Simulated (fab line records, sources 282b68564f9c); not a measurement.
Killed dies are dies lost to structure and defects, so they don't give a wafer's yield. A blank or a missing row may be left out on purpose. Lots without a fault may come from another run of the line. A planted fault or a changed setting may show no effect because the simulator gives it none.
A struck lot beside a sound one | flow rit_cmos | 17 steps out of a route of 202
Sound: wafers L856.1, L856.4, L856.5. Struck: wafer L862.6. (L862.3, L862.4 of the same lot were not struck and are left out.) The cause comes at the end.
At each step with rows: each side's tool, then ch and its chambers, then its first start. Under that, the readings that differ: sound wafers | struck wafers | difference of the means | sigmas: that difference in standard deviations of wafers without a fault.
alike: readings whose means differ by less than 2 such deviations, and words and numbers that are the same on both sides. not compared: withheld readings, readings that some wafer has no value for, bounds like >300 that may hide the same value, and numbers for which the record gives no deviation and whose values overlap.
The two part at a step that has a row with sigmas, a row that says differs or no value, or rows on one side only. Numbers that don't overlap but have no deviation are shown without sigmas and don't part them. A reading that every wafer of one side lacks parts them only if that side has two wafers or more.

first, 1 step without rows for these wafers: RIT_PSD_IMPLANT_08.
RIT_PSD_STRIP_09: strips in O2, time 180 s.
  sound on plasma_asher-03 ch 0,1, day 4 05:49; struck on plasma_asher-02 ch 0, day 5 12:28
  alike: drypump_motor_current_A
  not compared: rf_hours_counter_h
RIT_PSD_TW_MEAS_10:
  sound on film_metro-02, day 4 06:00; struck on film_metro-03, day 5 12:37
  alike: PSD_TW
then, 3 steps without rows for these wafers: RIT_SDANNEAL_CLEAN_00 (cleans in SC1, time 600 s); RIT_SDANNEAL_CLEAN_01 (cleans in dHF, time 30 s); RIT_SDANNEAL_CLEAN_02 (cleans in SC2, time 600 s).
RIT_SDANNEAL_RTA_03: time 5 s.
  sound on rtp_anneal-02 ch 0, day 4 06:29; struck on rtp_anneal-02 ch 0, day 5 13:02
  alike: wafer_temp_C_max
RIT_SDANNEAL_RS_MEAS_04: measures by four-point-probe.
  sound on film_metro-01, day 4 06:33; struck on film_metro-01, day 5 13:07
  alike: PSD_RS
RIT_SDANNEAL_RS_MEAS_05: measures by four-point-probe.
  sound on film_metro-01, day 4 06:40; struck on film_metro-01, day 5 13:14
  alike: NSD_RS
RIT_SDANNEAL_RS_MEAS_06: measures by four-point-probe.
  sound on film_metro-01, day 4 06:47; struck on film_metro-01, day 5 13:21
  reading          | sound             | struck | difference | sigmas
  PLDD_RS (ohm/sq) | 178.0 178.6 178.3 | 179.3  | +1.0       | +2
RIT_SDANNEAL_RS_MEAS_07: measures by four-point-probe.
  sound on film_metro-01, day 4 06:55; struck on film_metro-01, day 5 13:28
  alike: NLDD_RS
then, 1 step without rows for these wafers: RIT_SILICIDE_WET_ETCH_00 (etches SiO2 in BOE, target depth 14 nm, time 15 s).
RIT_SILICIDE_SPUTTER_01: material Ti, target thk 30 nm, time 240 s.
  sound on pvd_sputter-01, day 4 07:02; struck on pvd_sputter-01, day 5 13:34
  reading                                     | sound            | struck | difference | sigmas
  model.Ti_of_SILICIDE_SPUTTER_01.thk_nm (nm) | 30.98 30.96 31.5 | 10.16  | -20.99     |
  alike: chamber_pressure_pa, throttle_valve_pct
RIT_SILICIDE_RS_MEAS_02: measures by four-point-probe.
  sound on film_metro-04, day 4 07:11; struck on film_metro-04, day 5 13:45
  reading                 | sound          | struck | difference | sigmas
  SILICIDE_TI_RS (ohm/sq) | 46.0 46.0 45.1 | 195.5  | +149.8     | +99 or more
RIT_SILICIDE_THK_MEAS_03: measures by xrf.
  sound on film_metro-04, day 4 07:19; struck on film_metro-04, day 5 13:51
  reading              | sound          | struck | difference | sigmas
  SILICIDE_TI_THK (nm) | 31.2 31.3 31.9 | 10.3   | -21.2      | -44
RIT_SILICIDE_RTA_04: time 10 s, ramp up 5 s, ramp down 5 s.
  sound on rtp_anneal-01 ch 0, day 4 07:22; struck on rtp_anneal-01 ch 0, day 5 13:55
  alike: wafer_temp_C_max
RIT_M1_PROBE_99:
  sound on prober-01, day 4 13:59; struck on prober-01, day 5 20:33
  reading                              | sound             | struck | difference | sigmas
  model.etest.npoly_line.line_ohm_um   | 165.5 167.3 155.8 | 397.4  | +234.5     |
  model.etest.ppoly_line.line_ohm_um   | 158.5 158.2 150   | 356.5  | +200.9     |
  model.etest.npoly_line.rs_ohm_sq     | 16.6 16.65 16.3   | 47.03  | +30.51     |
  model.etest.ppoly_line.rs_ohm_sq     | 16.07 16.02 15.73 | 41.99  | +26.05     |
  model.etest.ppoly_line.width_nm (nm) | 101.7 101.1 105   | 119    | +16        |
  model.etest.npoly_line.width_nm (nm) | 100.1 100.2 103.8 | 118.6  | +17.2      |
  model.etest.contact_pplus.end_ohm_um | 43.87 44.1 45.79  | 30.46  | -14.13     |
  model.etest.npoly_sal.rs_ohm_sq      | 4.239 4.24 4.199  | 13.95  | +9.72      |
  alike: killed_at_contacts, killed_at_front_end, killed_dies, killed_open, killed_short

WHERE THEY PART
First at RIT_SDANNEAL_RS_MEAS_06; last, within this record, at RIT_SILICIDE_THK_MEAS_03. Later steps at which nothing parts them and some readings are alike: RIT_SILICIDE_RTA_04, RIT_M1_PROBE_99.

WHY: what the simulator had put in
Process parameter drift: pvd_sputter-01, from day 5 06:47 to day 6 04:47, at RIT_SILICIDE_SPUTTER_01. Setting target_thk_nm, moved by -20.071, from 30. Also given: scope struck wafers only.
